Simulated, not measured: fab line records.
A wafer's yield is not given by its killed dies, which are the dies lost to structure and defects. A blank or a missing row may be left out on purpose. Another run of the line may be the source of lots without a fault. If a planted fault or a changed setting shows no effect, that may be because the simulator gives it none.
Chamber matching ; flow berkeley cmos170 ; 4 sister chambers for UCB170_NWELL_ETCH_13 on rie diel-04
The step etches Si3N4 in CH3F/Ar/O2, stops on SiO2, target depth 246.4 nm, time 154 s. 4 wafers are shown with their chamber, then 7 later ones without.

## WAFERS WITH THEIR CHAMBER
wafer;chamber;throttle valve pct (%)
L280.1;1;7.81
L280.2;3;8.03
L280.5;0;8.32
L282.4;2;8.00

## WAFERS MISSING THEIR CHAMBER
wafer;throttle valve pct (%)
L282.5;8.31
L287.2;8.31
L287.3;7.81
L287.6;8.31
L289.2;7.98
L289.3;8.02
L289.6;8.32

## EACH ONE'S CHAMBER
wafer;from the rows above;in truth
L282.5;0;0
L287.2;0;0
L287.3;1;1
L287.6;0;0
L289.2;2;2
L289.3;can't be placed: 3 or 2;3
L289.6;0;0
6 of 7 placed correctly. Unplaceable from these rows: 1, with the true chamber sitting among the candidates in 1. Number placed wrongly: 0.
How it was worked out, from the rows above alone: a wafer's distance from a chamber is the root of the sum, over the readings, of the square of ((its reading less the chamber's mean) divided by the reading's scatter). The wafer belongs to the nearest chamber; if the next one is less than 2 further off, it can't be placed. For every chamber, the mean is computed from those of its wafers that are shown. The scatter (one wafer shown for each chamber): square how far every hidden wafer sits from the nearest shown wafer, average those squares and take the square root.
